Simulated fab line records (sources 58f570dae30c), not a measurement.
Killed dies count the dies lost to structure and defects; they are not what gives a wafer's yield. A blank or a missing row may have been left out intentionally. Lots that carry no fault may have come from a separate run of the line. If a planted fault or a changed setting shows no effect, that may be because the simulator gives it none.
fab line records ; flow berkeley-cmos170
record: lots: 5; wafers: 23
route steps=331 shown FIELD@90 NVT@105 PVT@122 GATE@125 PLDD@148 NLDD@162 PSD@176
start-h: the number of hours between the record's first day and the start of the first shown wafer of the lot ; wait-h: time in hours since the lot's previous step ; " repeats the value in the row above ; L1.1+2: a single row standing in for several wafers ; - no value, or no start given ; * or withheld: withheld ; < > ~ a bound
route shown NAME@n: a module of which the file shows steps, and the number in the route of the first ; usual: average and standard deviation across the fault-free wafers ; same: alike in all rows ; chamber/n: place in a boat ; sites: the reading at each site ; _std_site: the standard deviation of these ; _edge_site: inner sites' mean taken away from outer sites' mean ; radius-mm: how far each site lies from the wafer's centre ; mask NAME#n: copy n ; behind: the tool/chamber that last shaped the wafer ; hold: why the lot went on hold/how many hours it stayed there/how the hold came to an end ; device: which transistor (n, p or np) failed to switch ; end of line: at the end of the route, the tests of the same wafers ; a step given without rows: its recipe and nothing more ; killed: dies that structure and defects cost at the first sort, which is not the same as the wafer's yield ; map: dies across one wafer; x = killed, . = not, _ = none there
set.NAME: setting as actually run; set.NAME@STEP: the setting as run at that earlier step ; model.NAME: the simulator's own value behind a step, which no gauge read
lots with deliberately changed settings; one table per step, one row per wafer
== steps ==
step: UCB170_FIELD_OXIDATION_01
recipe: temp-c: 1000; ambient: H2O; p-h2o-torr: 584.62; target-thk-a: 5583; ox-time-s: 7200
lot.wafer;tool;chamber;start-h;wait-h;set.ox-time-s;model.SiO2_of_FIELD_OXIDATION_01.thk-nm
L077.1;furnace-04;0;114.67;8.1;7200;551.7
L077.2;furnace-04;0;114.67;8.1;7200;557.8
L077.3;furnace-04;0;114.67;8.1;7200;555.5
L078.1;-;-;-;8.3;6156;484.4
L078.2;-;-;-;8.3;6156;493.4
L078.3;-;-;-;8.3;6156;496.7
L078.5;-;-;-;8.3;6156;495.4
L078.6;-;-;-;8.3;6156;491.9
L079.1;-;-;-;5.8;6275;500.8
L079.3;-;-;-;5.8;6275;500.9
L079.4;-;-;-;5.8;6275;497.1
L079.5;-;-;-;5.8;6275;501.5
L079.6;-;-;-;5.8;6275;503.1
L080.1+5;-;-;-;6.8;6407;503.8
L080.2;-;-;-;6.8;6407;494.7
L080.4;-;-;-;6.8;6407;502.3
L080.6;-;-;-;6.8;6407;495.3
L081.1;-;-;-;7.2;7610;582.7
L081.2;-;-;-;7.2;7610;578.6
L081.3;-;-;-;7.2;7610;592.5
L081.5;-;-;-;7.2;7610;581.8
L081.6;-;-;-;7.2;7610;580.6
step: UCB170_FIELD_THK_MEAS_02
recipe: reads: SiO2_of_FIELD_OXIDATION_01
usual: FIELD_OXIDE_THK: 553/8.2
lot.wafer;tool;chamber;start-h;wait-h;set.ox-time-s@FIELD_OXIDATION_01;FIELD_OXIDE_THK[nm]
L078.1;film-metro-01;-;-;-;6156;484
L078.2;film-metro-01;-;-;-;6156;493
L078.3;film-metro-01;-;-;-;6156;497
L078.5;film-metro-01;-;-;-;6156;496
L078.6;film-metro-01;-;-;-;6156;492
L077.1;film-metro-01;-;117.73;0.1;7200;552
L077.2;film-metro-01;-;117.73;0.1;7200;558
L077.3;film-metro-01;-;117.73;0.1;7200;555
L079.1;film-metro-03;-;-;-;6275;500
L079.3;film-metro-03;-;-;-;6275;501
L079.4;film-metro-03;-;-;-;6275;497
L079.5;film-metro-03;-;-;-;6275;502
L079.6;film-metro-03;-;-;-;6275;503
L080.1;film-metro-01;-;-;-;6407;504
L080.2;film-metro-01;-;-;-;6407;495
L080.4;film-metro-01;-;-;-;6407;502
L080.5;film-metro-01;-;-;-;6407;504
L080.6;film-metro-01;-;-;-;6407;496
L081.1;film-metro-04;-;-;-;7610;582
L081.2;film-metro-04;-;-;-;7610;578
L081.3;film-metro-04;-;-;-;7610;592
L081.5;film-metro-04;-;-;-;7610;582
L081.6;film-metro-04;-;-;-;7610;580
step: UCB170_FIELD_ANNEAL_03
recipe: temp-c: 1000; time-s: 1200; ambient: N2
step: UCB170_FIELD_WET_ETCH_04
recipe: chemistry: dHF; dilution: 10:1; target: SiO2; temp-c: 25; time-s: 60
lot.wafer;tool;chamber;start-h;wait-h;set.ox-time-s@FIELD_OXIDATION_01;model.SiO2_of_FIELD_OXIDATION_01.thk-nm
L077.1;wet-bench-03;1;125.86;0.2;7200;518.8
L077.2;wet-bench-03;1;125.86;0.2;7200;525
L077.3;wet-bench-03;1;125.86;0.2;7200;522.8
L078.1;wet-bench-03;1;125.86;0.2;6156;451.1
L078.2;wet-bench-03;1;125.86;0.2;6156;460
L078.3;wet-bench-03;1;125.86;0.2;6156;463.2
L078.5;wet-bench-03;1;125.86;0.2;6156;461.8
L078.6;wet-bench-03;1;125.86;0.2;6156;458.6
L079.1;wet-bench-03;2;140.41;0.1;6275;467.6
L079.3;wet-bench-03;2;140.41;0.1;6275;467.8
L079.4;wet-bench-03;2;140.41;0.1;6275;464.1
L079.5;wet-bench-03;2;140.41;0.1;6275;468.4
L079.6;wet-bench-03;2;140.41;0.1;6275;469.9
L080.1;wet-bench-03;3;155.40;0.2;6407;470.4
L080.2;wet-bench-03;3;155.40;0.2;6407;461.4
L080.4;wet-bench-03;3;155.40;0.2;6407;469.1
L080.5;wet-bench-03;3;155.40;0.2;6407;470.6
L080.6;wet-bench-03;3;155.40;0.2;6407;462
L081.1;wet-bench-03;3;155.40;0.2;7610;549.6
L081.2;wet-bench-03;3;155.40;0.2;7610;545.5
L081.3;wet-bench-03;3;155.40;0.2;7610;559.4
L081.5;wet-bench-03;3;155.40;0.2;7610;548.7
L081.6;wet-bench-03;3;155.40;0.2;7610;547.5
step: UCB170_FIELD_WET_ETCH_06
recipe: chemistry: BOE; dilution: 5:1; target: SiO2; temp-c: 25; time-s: 22
lot.wafer;tool;chamber;start-h;wait-h;set.time-s;set.ox-time-s@FIELD_OXIDATION_01;model.SiO2_of_FIELD_OXIDATION_01.thk-nm
L077.1;wet-bench-02;0;129.91;0.0;22;7200;436.6
L077.2;wet-bench-02;0;129.91;0.0;22;7200;442.7
L077.3;wet-bench-02;0;129.91;0.0;22;7200;440.2
L078.1;-;-;-;0.0;20.18;6156;373.6
L078.2;-;-;-;0.0;20.18;6156;382.2
L078.3;-;-;-;0.0;20.18;6156;385.7
L078.5;-;-;-;0.0;20.18;6156;384.1
L078.6;-;-;-;0.0;20.18;6156;381
L079.1;-;-;-;0.0;21.08;6275;386.3
L079.3;-;-;-;0.0;21.08;6275;386.1
L079.4;-;-;-;0.0;21.08;6275;382.4
L079.5;-;-;-;0.0;21.08;6275;386.7
L079.6;-;-;-;0.0;21.08;6275;388.2
L080.1;-;-;-;0.2;23.39;6407;386.3
L080.2;-;-;-;0.2;23.39;6407;377.5
L080.4;-;-;-;0.2;23.39;6407;385.2
L080.5;-;-;-;0.2;23.39;6407;387
L080.6;-;-;-;0.2;23.39;6407;378.2
L081.1;-;-;-;0.2;24.68;7610;466.5
L081.2;-;-;-;0.2;24.68;7610;462.4
L081.3;-;-;-;0.2;24.68;7610;476.2
L081.5;-;-;-;0.2;24.68;7610;465.4
L081.6;-;-;-;0.2;24.68;7610;464.4
step: UCB170_FIELD_THK_MEAS_90
recipe: reads: SiO2_of_FIELD_OXIDATION_01
usual: FIELD_OXIDE_LEFT_1_THK: 437/8.1
lot.wafer;tool;chamber;start-h;wait-h;set.ox-time-s@FIELD_OXIDATION_01;FIELD_OXIDE_LEFT_1_THK[nm]
L077.1;film-metro-04;-;129.92;0.0;7200;437
L077.2;film-metro-04;-;129.92;0.0;7200;443
L077.3;film-metro-04;-;129.92;0.0;7200;440
L078.1;film-metro-01;-;-;-;6156;374
L078.2;film-metro-01;-;-;-;6156;382
L078.3;film-metro-01;-;-;-;6156;386
L078.5;film-metro-01;-;-;-;6156;384
L078.6;film-metro-01;-;-;-;6156;381
L079.1;film-metro-03;-;-;-;6275;386
L079.3;film-metro-03;-;-;-;6275;386
L079.4;film-metro-03;-;-;-;6275;382
L079.5;film-metro-03;-;-;-;6275;387
L079.6;film-metro-03;-;-;-;6275;388
L081.1;film-metro-03;-;-;-;7610;467
L081.2;film-metro-03;-;-;-;7610;463
L081.3;film-metro-03;-;-;-;7610;476
L081.5;film-metro-03;-;-;-;7610;465
L081.6;film-metro-03;-;-;-;7610;464
L080.1;film-metro-04;-;-;-;6407;386
L080.2;film-metro-04;-;-;-;6407;378
L080.4;film-metro-04;-;-;-;6407;385
L080.5;film-metro-04;-;-;-;6407;387
L080.6;film-metro-04;-;-;-;6407;378
step: UCB170_NVT_COAT_01
recipe: resist: KrF; spin-rpm: 1500; resist-thk-nm: 900
lot.wafer;tool;chamber;start-h;wait-h;set.resist-thk-nm;model.KrF_of_NVT_COAT_01.thk-nm
L078.1;litho-track-02;0;157.02;0.1;900;899.5
L078.2;litho-track-02;0;157.02;0.1;900;898.2
L078.3;litho-track-02;0;157.02;0.1;879.5;880.2
L078.5;litho-track-02;0;157.02;0.1;879.5;879.1
L078.6;litho-track-02;0;157.02;0.1;900;900.4
L077.1;litho-track-04;0;157.08;0.1;900;898.9
L077.2;litho-track-04;0;157.08;0.1;900;897.5
L077.3;litho-track-04;0;157.08;0.1;900;900.3
L079.1;litho-track-02;0;170.81;0.1;935.7;933
L079.3;litho-track-02;0;170.81;0.1;900;898.1
L079.4;litho-track-02;0;170.81;0.1;900;899.1
L079.5;litho-track-02;0;170.81;0.1;935.7;931.3
L079.6;litho-track-02;0;170.81;0.1;935.7;930.1
L080.1;litho-track-04;0;181.22;0.1;916.1;916.7
L080.2;litho-track-04;0;181.22;0.1;916.1;916.1
L080.4;litho-track-04;0;181.22;0.1;900;898.1
L080.5;litho-track-04;0;181.22;0.1;900;901.3
L080.6;litho-track-04;0;181.22;0.1;916.1;915.6
L081.1;litho-track-01;0;181.22;0.1;881.4;879.4
L081.2;litho-track-01;0;181.22;0.1;900;898.4
L081.3;litho-track-01;0;181.22;0.1;881.4;878.3
L081.5;litho-track-01;0;181.22;0.1;900;901.2
L081.6;litho-track-01;0;181.22;0.1;881.4;880.5
step: UCB170_NVT_SOFTBAKE_02
recipe: resist: KrF; temp-c: 130; time-s: 60
step: UCB170_NVT_EXPOSE_03
recipe: mask-id: PWELL; target-cd-nm: 3000; na: 0.5; sigma-outer: 0.6; source-shape: conventional; dose-mj: 30
step: UCB170_NVT_IMPLANT_07
recipe: species: BF2; dose-cm2: 3e+12; energy-kev: 50; tilt-deg: 7
step: UCB170_NVT_STRIP_08
recipe: chemistry: O2; power-w: 400; pressure-mtorr: 3500; platen-temp-c: withheld; o2-flow-sccm: 400; overash-fraction: 0.5
usual: strip-time-to-endpoint-s: 21.61/0.053
lot.wafer;tool;chamber;start-h;wait-h;set.resist-thk-nm@NVT_COAT_01;strip-time-to-endpoint-s
L078.1;plasma-asher-03;0;158.02;0.1;900;21.61
L078.2;plasma-asher-03;1;158.02;0.1;900;21.58
L078.3;plasma-asher-03;1;158.02;0.1;879.5;21.14
L078.5;plasma-asher-03;0;158.02;0.1;879.5;21.13
L078.6;plasma-asher-03;1;158.02;0.1;900;21.64
L077.1;plasma-asher-02;0;158.26;0.1;900;21.60
L077.2;plasma-asher-02;1;158.26;0.1;900;21.56
L077.3;plasma-asher-02;0;158.26;0.1;900;21.65
L079.1;plasma-asher-03;0;171.69;0.1;935.7;22.41
L079.3;plasma-asher-03;0;171.69;0.1;900;21.57
L079.4;plasma-asher-03;1;171.69;0.1;900;21.62
L079.5;plasma-asher-03;1;171.69;0.1;935.7;22.40
L079.6;plasma-asher-03;0;171.69;0.1;935.7;22.34
L080.1;plasma-asher-01;1;182.22;0.1;916.1;22.05
L080.2;plasma-asher-01;0;182.22;0.1;916.1;22.01
L080.4;plasma-asher-01;0;182.22;0.1;900;21.58
L080.5;plasma-asher-01;0;182.22;0.1;900;21.67
L080.6;plasma-asher-01;1;182.22;0.1;916.1;22.00
L081.1;plasma-asher-02;1;182.88;0.1;881.4;21.12
L081.2;plasma-asher-02;0;182.88;0.1;900;21.61
L081.3;plasma-asher-02;1;182.88;0.1;881.4;21.10
L081.5;plasma-asher-02;0;182.88;0.1;900;21.65
L081.6;plasma-asher-02;1;182.88;0.1;881.4;21.16
step: UCB170_PVT_IMPLANT_07
recipe: species: P; dose-cm2: 2e+12; energy-kev: 30; tilt-deg: 7
lot.wafer;tool;chamber;start-h;wait-h;set.energy-kev;model.implant.rp-nm;model.implant.drp-nm
L078.1+5+6;implanter-01;0;160.85;0.0;29.11;34.83;16.26
L078.2+3;implanter-01;0;160.85;0.0;30;35.54;16.56
L077.1+2+3;implanter-02;0;161.53;0.0;30;37.94;16.56
L079.1+3;implanter-01;0;173.03;0.0;30;36.69;16.56
L079.4+5+6;implanter-01;0;173.03;0.0;28.68;35.59;16.12
L080.1+2+4+5+6;implanter-01;0;184.85;0.0;30;35.77;16.56
L081.1+3+5;implanter-02;0;185.12;0.0;29.47;35.52;16.39
L081.2+6;implanter-02;0;185.12;0.0;30;35.95;16.56
step: UCB170_PVT_STRIP_08
recipe: chemistry: O2; power-w: 400; pressure-mtorr: 3500; platen-temp-c: withheld; o2-flow-sccm: 400; overash-fraction: 0.5
step: UCB170_GATE_WET_ETCH_00
recipe: chemistry: dHF; dilution: 25:1; target: SiO2; temp-c: 25; time-s: 200
step: UCB170_FIELD_THK_MEAS_91
recipe: reads: SiO2_of_FIELD_OXIDATION_01
usual: FIELD_OXIDE_LEFT_2_THK: 348/8
lot.wafer;tool;chamber;start-h;wait-h;set.ox-time-s@FIELD_OXIDATION_01;FIELD_OXIDE_LEFT_2_THK[nm]
L078.1;film-metro-03;-;161.22;0.0;6156;285
L078.2;film-metro-03;-;161.22;0.0;6156;294
L078.3;film-metro-03;-;161.22;0.0;6156;297
L078.5;film-metro-03;-;161.22;0.0;6156;295
L078.6;film-metro-03;-;161.22;0.0;6156;292
L077.1;film-metro-04;-;161.90;0.0;7200;348
L077.2;film-metro-04;-;161.90;0.0;7200;354
L077.3;film-metro-04;-;161.90;0.0;7200;352
L079.1;film-metro-04;-;173.40;0.0;6275;298
L079.3;film-metro-04;-;173.40;0.0;6275;298
L079.4;film-metro-04;-;173.40;0.0;6275;294
L079.5;film-metro-04;-;173.40;0.0;6275;299
L079.6;film-metro-04;-;173.40;0.0;6275;300
L080.1;film-metro-03;-;187.29;0.0;6407;298
L080.2;film-metro-03;-;187.29;0.0;6407;290
L080.4;film-metro-03;-;187.29;0.0;6407;298
L080.5;film-metro-03;-;187.29;0.0;6407;299
L080.6;film-metro-03;-;187.29;0.0;6407;291
L081.1;film-metro-01;-;187.29;0.0;7610;378
L081.2;film-metro-01;-;187.29;0.0;7610;374
L081.3;film-metro-01;-;187.29;0.0;7610;388
L081.5;film-metro-01;-;187.29;0.0;7610;378
L081.6;film-metro-01;-;187.29;0.0;7610;376
step: UCB170_GATE_COAT_07
recipe: resist: KrF; spin-rpm: 1500; resist-thk-nm: 900
lot.wafer;tool;chamber;start-h;wait-h;set.spin-rpm;model.KrF_of_GATE_COAT_07.thk-nm
L078.1;litho-track-03;0;-;-;1500;902.5
L078.2;litho-track-03;0;-;-;1500;901.9
L078.3;litho-track-03;0;-;-;1559;885.7
L078.5;litho-track-03;0;-;-;1500;903.9
L078.6;litho-track-03;0;-;-;1559;885
L077.1;litho-track-02;0;-;-;1500;897.4
L077.2;litho-track-02;0;-;-;1500;898.8
L077.3;litho-track-02;0;-;-;1500;897.7
L079.1;litho-track-03;0;-;-;1500;899.1
L079.3;litho-track-03;0;-;-;1500;901.6
L079.4;litho-track-03;0;-;-;1500;901
L079.5;litho-track-03;0;-;-;1500;898.6
L079.6;litho-track-03;0;-;-;1500;899.2
L081.1;litho-track-04;0;-;-;1548;885.9
L081.2;litho-track-04;0;-;-;1548;884.2
L081.3;litho-track-04;0;-;-;1500;898.4
L081.5;litho-track-04;0;-;-;1500;902.4
L081.6;litho-track-04;0;-;-;1548;884.8
L080.1;litho-track-04;0;-;-;1549;882.6
L080.2+6;litho-track-04;0;-;-;1500;897.8
L080.4;litho-track-04;0;-;-;1549;883.1
L080.5;litho-track-04;0;-;-;1549;883.6
step: UCB170_GATE_SOFTBAKE_08
recipe: resist: KrF; temp-c: 130; time-s: 60
step: UCB170_GATE_EXPOSE_09
recipe: mask-id: POLY; target-cd-nm: 350; na: 0.5; sigma-outer: 0.6; source-shape: conventional; dose-mj: 21
step: UCB170_GATE_ETCH_14
recipe: chemistry: N2/H2; target-depth-a: withheld; overetch-a: withheld; target: BARC; time-s: withheld; source-w: 500; bias-w: 100; pressure-mtorr: 30; n2-flow-sccm: 100; h2-flow-sccm: 200
step: UCB170_GATE_ETCH_15
recipe: chemistry: HBr/Cl2; target: poly-Si; stop-on: SiO2; over-etch-frac: 0.3; icp-w: 300; bias-w: 150; time-s: 56.3; pressure-mtorr: 15; HBr_flow_sccm: 150; Cl2_flow_sccm: 50; target-depth-a: 2782
lot.wafer;tool;chamber;start-h;wait-h;set.spin-rpm@GATE_COAT_07;model.KrF_of_GATE_COAT_07.thk-nm
L078.1;rie-si-01;3;182.58;-;1500;781.1
L078.2;rie-si-01;0;182.58;-;1500;777.8
L078.3;rie-si-01;1;182.58;-;1559;758.8
L078.5;rie-si-01;1;182.58;-;1500;777.1
L078.6;rie-si-01;0;182.58;-;1559;760.9
L077.1;rie-si-02;2;183.40;-;1500;774.8
L077.2;rie-si-02;0;183.40;-;1500;776.4
L077.3;rie-si-02;1;183.40;-;1500;772.4
L079.1;rie-si-01;1;188.70;-;1500;773.3
L079.3;rie-si-01;0;188.70;-;1500;777.2
L079.4;rie-si-01;2;188.70;-;1500;776.5
L079.5;rie-si-01;0;188.70;-;1500;775.1
L079.6;rie-si-01;1;188.70;-;1500;773.1
L081.1;rie-si-02;0;197.87;-;1548;763.7
L081.2;rie-si-02;2;197.87;-;1548;761.6
L081.3;rie-si-02;1;197.87;-;1500;772.7
L081.5;rie-si-02;3;197.87;-;1500;779.7
L081.6;rie-si-02;0;197.87;-;1548;762.8
L080.1;rie-si-01;2;198.39;-;1549;758.1
L080.2;rie-si-01;0;198.39;-;1500;773.4
L080.4;rie-si-01;1;198.39;-;1549;757.8
L080.5;rie-si-01;3;198.39;-;1549;761.4
L080.6;rie-si-01;2;198.39;-;1500;773.1
step: UCB170_PLDD_EXPOSE_03
recipe: mask-id: PSELECT; na: 0.5; sigma-outer: 0.6; source-shape: conventional; target-cd-nm: 1200; dose-mj: 30
lot.wafer;tool;chamber;start-h;wait-h;mask;set.dose-mj
L078.1+3+6;krf-scanner-02;0;188.10;0.3;PSELECT#0;30
L078.2+5;krf-scanner-02;0;188.10;0.3;PSELECT#0;32.05
L077.1+2+3;krf-scanner-02;0;188.45;0.2;PSELECT#0;30
L079.1+3+4+5+6;krf-scanner-02;0;189.59;0.1;PSELECT#0;30
L081.1+2+5;krf-scanner-01;0;199.09;0.2;PSELECT#0;30
L081.3+6;krf-scanner-01;0;199.09;0.2;PSELECT#0;31.25
L080.1+2+4;krf-scanner-02;0;199.88;0.4;PSELECT#0;28.39
L080.5+6;krf-scanner-02;0;199.88;0.4;PSELECT#0;30
step: UCB170_PLDD_PEB_04
recipe: peb-temp-c: 130; peb-time-s: withheld; resist: KrF
step: UCB170_PLDD_DEVELOP_05
recipe: developer: TMAH; develop-time-s: 45; resist: KrF; dev-temp-c: 21
step: UCB170_PLDD_CD_MEAS_06
recipe: target-cd-nm: 1200
usual: cd-nm: 1200.2/1.4
lot.wafer;tool;chamber;start-h;wait-h;set.dose-mj@PLDD_EXPOSE_03;cd-nm
L078.1;cd-sem-02;-;188.64;-;30;1200.1
L078.2;cd-sem-02;-;188.64;-;32.05;1212.8
L078.3;cd-sem-02;-;188.64;-;30;1201.2
L078.5;cd-sem-02;-;188.64;-;32.05;1213.9
L078.6;cd-sem-02;-;188.64;-;30;1200.8
L077.1;cd-sem-02;-;189.03;-;30;1201.8
L077.2;cd-sem-02;-;189.03;-;30;1201.4
L077.3;cd-sem-02;-;189.03;-;30;1203.1
L079.1;cd-sem-01;-;189.99;-;30;1201.7
L079.3;cd-sem-01;-;189.99;-;30;1201.2
L079.4;cd-sem-01;-;189.99;-;30;1201.3
L079.5;cd-sem-01;-;189.99;-;30;1202.0
L079.6;cd-sem-01;-;189.99;-;30;1200.5
L081.1;cd-sem-02;-;200.30;-;30;1200.0
L081.2;cd-sem-02;-;200.30;-;30;1200.3
L081.3;cd-sem-02;-;200.30;-;31.25;1206.3
L081.5;cd-sem-02;-;200.30;-;30;1199.5
L081.6;cd-sem-02;-;200.30;-;31.25;1206.8
L080.1;cd-sem-01;-;200.87;-;28.39;1188.6
L080.2;cd-sem-01;-;200.87;-;28.39;1188.9
L080.4;cd-sem-01;-;200.87;-;28.39;1189.8
L080.5;cd-sem-01;-;200.87;-;30;1200.0
L080.6;cd-sem-01;-;200.87;-;30;1199.6
step: UCB170_NLDD_PEB_04
recipe: peb-temp-c: 130; peb-time-s: withheld; resist: KrF
lot.wafer;tool;chamber;start-h;wait-h;set.peb-temp-c
L078.1+2+3+5+6;litho-track-04;0;190.44;0.5;130
L077.1+2+3;litho-track-04;0;191.08;0.1;130
L079.1+3+4+5+6;litho-track-01;0;191.52;0.1;130
L081.1+5+6;litho-track-04;0;202.30;0.3;130
L081.2+3;litho-track-04;0;202.30;0.3;127.1
L080.1+4;litho-track-02;0;202.99;0.3;127.5
L080.2+5+6;litho-track-02;0;202.99;0.3;130
step: UCB170_NLDD_DEVELOP_05
recipe: developer: TMAH; develop-time-s: 45; resist: KrF; dev-temp-c: 21
step: UCB170_NLDD_CD_MEAS_06
recipe: target-cd-nm: 1200
usual: cd-nm: 1199.6/1.1
lot.wafer;tool;chamber;start-h;wait-h;set.peb-temp-c@NLDD_PEB_04;cd-nm
L078.1;cd-sem-02;-;190.71;-;130;1199.7
L078.2;cd-sem-02;-;190.71;-;130;1199.5
L078.3;cd-sem-02;-;190.71;-;130;1199.3
L078.5;cd-sem-02;-;190.71;-;130;1199.0
L078.6;cd-sem-02;-;190.71;-;130;1200.6
L077.1;cd-sem-02;-;191.39;-;130;1200.3
L077.2;cd-sem-02;-;191.39;-;130;1200.6
L077.3;cd-sem-02;-;191.39;-;130;1200.3
L079.1;cd-sem-01;-;191.80;-;130;1199.2
L079.3;cd-sem-01;-;191.80;-;130;1198.7
L079.4;cd-sem-01;-;191.80;-;130;1198.9
L079.5;cd-sem-01;-;191.80;-;130;1200.2
L079.6;cd-sem-01;-;191.80;-;130;1199.5
L081.1;cd-sem-02;-;202.57;-;130;1199.2
L081.2;cd-sem-02;-;202.57;-;127.1;1177.5
L081.3;cd-sem-02;-;202.57;-;127.1;1177.6
L081.5;cd-sem-02;-;202.57;-;130;1200.2
L081.6;cd-sem-02;-;202.57;-;130;1200.7
L080.1;cd-sem-01;-;203.26;-;127.5;1183.3
L080.2;cd-sem-01;-;203.26;-;130;1201.9
L080.4;cd-sem-01;-;203.26;-;127.5;1182.4
L080.5;cd-sem-01;-;203.26;-;130;1200.9
L080.6;cd-sem-01;-;203.26;-;130;1200.4
step: UCB170_PSD_COAT_01
recipe: resist: KrF; spin-rpm: 1500; resist-thk-nm: 900
lot.wafer;tool;chamber;start-h;wait-h;set.resist-thk-nm;model.KrF_of_PSD_COAT_01.thk-nm
L078.1;litho-track-01;0;196.76;0.1;900;900.2
L078.2;litho-track-01;0;196.76;0.1;900;897.2
L078.3;litho-track-01;0;196.76;0.1;900;899.5
L078.5;litho-track-01;0;196.76;0.1;900;899.7
L078.6;litho-track-01;0;196.76;0.1;900;898.5
L077.1;litho-track-02;0;197.55;0.1;900;898.7
L077.2;litho-track-02;0;197.55;0.1;900;896.4
L077.3;litho-track-02;0;197.55;0.1;900;898
L079.1;litho-track-03;0;197.61;0.1;900;894.2
L079.3;litho-track-03;0;197.61;0.1;856.7;855
L079.4;litho-track-03;0;197.61;0.1;856.7;854.7
L079.5;litho-track-03;0;197.61;0.1;856.7;853.6
L079.6;litho-track-03;0;197.61;0.1;900;897
L081.1;litho-track-02;0;211.81;0.1;900;895.1
L081.2;litho-track-02;0;211.81;0.1;913.6;911.6
L081.3;litho-track-02;0;211.81;0.1;900;896.7
L081.5;litho-track-02;0;211.81;0.1;900;895.3
L081.6;litho-track-02;0;211.81;0.1;913.6;911.4
L080.1;litho-track-03;0;212.46;0.1;900;900.3
L080.2;litho-track-03;0;212.46;0.1;931;932.3
L080.4;litho-track-03;0;212.46;0.1;931;931.5
L080.5;litho-track-03;0;212.46;0.1;931;931.2
L080.6;litho-track-03;0;212.46;0.1;900;898.6
== key ==
split: step: UCB170_FIELD_OXIDATION_01; setting: ox-time-s; stated: 7200; by: lot
response: step: UCB170_FIELD_OXIDATION_01; reading: model.SiO2_of_FIELD_OXIDATION_01.thk-nm; change: +4.55; per: 1%; r: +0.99
response: step: UCB170_FIELD_THK_MEAS_02; reading: FIELD_OXIDE_THK; change: +4.54; per: 1%; r: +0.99
response: step: UCB170_FIELD_WET_ETCH_04; reading: model.SiO2_of_FIELD_OXIDATION_01.thk-nm; change: +4.57; per: 1%; r: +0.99
response: step: UCB170_FIELD_WET_ETCH_06; reading: model.SiO2_of_FIELD_OXIDATION_01.thk-nm; change: +4.42; per: 1%; r: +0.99
response: step: UCB170_FIELD_THK_MEAS_90; reading: FIELD_OXIDE_LEFT_1_THK; change: +4.43; per: 1%; r: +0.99
response: step: UCB170_FIELD_THK_MEAS_91; reading: FIELD_OXIDE_LEFT_2_THK; change: +4.42; per: 1%; r: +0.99
split: step: UCB170_FIELD_WET_ETCH_06; setting: time-s; stated: 22; by: lot
response none clear
split: step: UCB170_NVT_COAT_01; setting: resist-thk-nm; stated: 900; by: wafer
response: step: UCB170_NVT_COAT_01; reading: model.KrF_of_NVT_COAT_01.thk-nm; change: +8.69; per: 1%; r: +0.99
response: step: UCB170_NVT_STRIP_08; reading: strip-time-to-endpoint-s; change: *; per: 1%; r: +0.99
split: step: UCB170_PVT_IMPLANT_07; setting: energy-kev; stated: 30; by: wafer
response: step: UCB170_PVT_IMPLANT_07; reading: model.implant.rp-nm; change: +0.247; per: 1%; r: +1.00
response: step: UCB170_PVT_IMPLANT_07; reading: model.implant.drp-nm; change: +0.101; per: 1%; r: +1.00
split: step: UCB170_GATE_COAT_07; setting: spin-rpm; stated: 1500; by: wafer
response: step: UCB170_GATE_COAT_07; reading: model.KrF_of_GATE_COAT_07.thk-nm; change: -4.56; per: 1%; r: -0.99
response: step: UCB170_GATE_ETCH_15; reading: model.KrF_of_GATE_COAT_07.thk-nm; change: -4.5; per: 1%; r: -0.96
split: step: UCB170_PLDD_EXPOSE_03; setting: dose-mj; stated: 30; by: wafer
response: step: UCB170_PLDD_CD_MEAS_06; reading: cd-nm; change: +1.85; per: 1%; r: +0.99
split: step: UCB170_NLDD_PEB_04; setting: peb-temp-c; stated: 130; by: wafer
response: step: UCB170_NLDD_CD_MEAS_06; reading: cd-nm; change: +9.8; per: 1%; r: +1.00
split: step: UCB170_PSD_COAT_01; setting: resist-thk-nm; stated: 900; by: wafer
response: step: UCB170_PSD_COAT_01; reading: model.KrF_of_PSD_COAT_01.thk-nm; change: +8.93; per: 1%; r: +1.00
